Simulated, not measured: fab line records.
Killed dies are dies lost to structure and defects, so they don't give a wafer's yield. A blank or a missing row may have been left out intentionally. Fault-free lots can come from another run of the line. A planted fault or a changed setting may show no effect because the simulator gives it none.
What tool caused it? / flow berkeley cmos170 / 42 wafers sampled from 14 lots at 1 step of a route of 331

## WHAT EACH GAUGE READ, for each wafer
UCB170_V1_CD_MEAS_90: target cd 700 nm. Usual: cd nm at 700.0 nm, with a standard deviation of 1.6.
lot=L269; measured=day 8 08:46; on=cd sem-02; cd nm (nm)=698.6 699.9 699.3; flag=
lot=L268; measured=day 8 12:15; on=cd sem-02; cd nm (nm)=696.9 698.0 698.7; flag=
lot=L272; measured=day 8 17:36; on=cd sem-01; cd nm (nm)=699.0 699.5 701.5; flag=
lot=L271; measured=day 8 19:56; on=cd sem-01; cd nm (nm)=700.3 703.4 699.2; flag=
lot=L270; measured=day 8 20:03; on=cd sem-02; cd nm (nm)=697.4 698.0 698.9; flag=
lot=L273; measured=day 10 05:05; on=cd sem-01; cd nm (nm)=701.8 701.7 699.8; flag=
lot=L274; measured=day 10 05:39; on=cd sem-01; cd nm (nm)=701.8 699.6 700.8; flag=
lot=L279; measured=day 10 21:19; on=cd sem-01; cd nm (nm)=700.2 699.6 700.3; flag=
lot=L283; measured=day 11 11:22; on=cd sem-02; cd nm (nm)=697.9 697.7 697.6; flag=
lot=L287; measured=day 12 14:36; on=cd sem-01; cd nm (nm)=700.4 698.7 701.0; flag=
lot=L288; measured=day 12 17:07; on=cd sem-01; cd nm (nm)=698.4 698.3 697.7; flag=
lot=L289; measured=day 13 06:18; on=cd sem-01; cd nm (nm)=700.1 703.1 702.4; flag=
lot=L290; measured=day 13 07:47; on=cd sem-01; cd nm (nm)=699.9 698.7 698.8; flag=
lot=L291; measured=day 13 09:26; on=cd sem-01; cd nm (nm)=700.4 702.1 700.3; flag=

## EACH LOT AND THE TOOL THAT RAN IT (in order: tool; ch and the chambers of the sampled wafers; start)
Before these readings, the record contains no process step.

## WHAT THE TOOLS THEMSELVES READ (means of the sampled wafers that have a number; where no wafer has one, the mark that the record gives instead)
The record holds no such reading with a usual standard deviation.

## THE ANSWER, worked out from the rows above alone
Rule: a lot is off if the mean of its wafers that have a number lies more than 3 standard deviations from the usual mean. A lot without any number at a reading at which 4 lots or more have one is off too. The other lots that the step has rows for count as sound. Order of review: gauges by route order, followed by the tools' own readings, for which a lot's mean as printed above is used. At the first step where some lot is off, the reading lying furthest off is the one used; lots without a number count as furthest.
No lot is off on any of the readings shown, so nothing can be concluded from this.

## WHAT HAD BEEN PUT IN BY THE SIMULATOR
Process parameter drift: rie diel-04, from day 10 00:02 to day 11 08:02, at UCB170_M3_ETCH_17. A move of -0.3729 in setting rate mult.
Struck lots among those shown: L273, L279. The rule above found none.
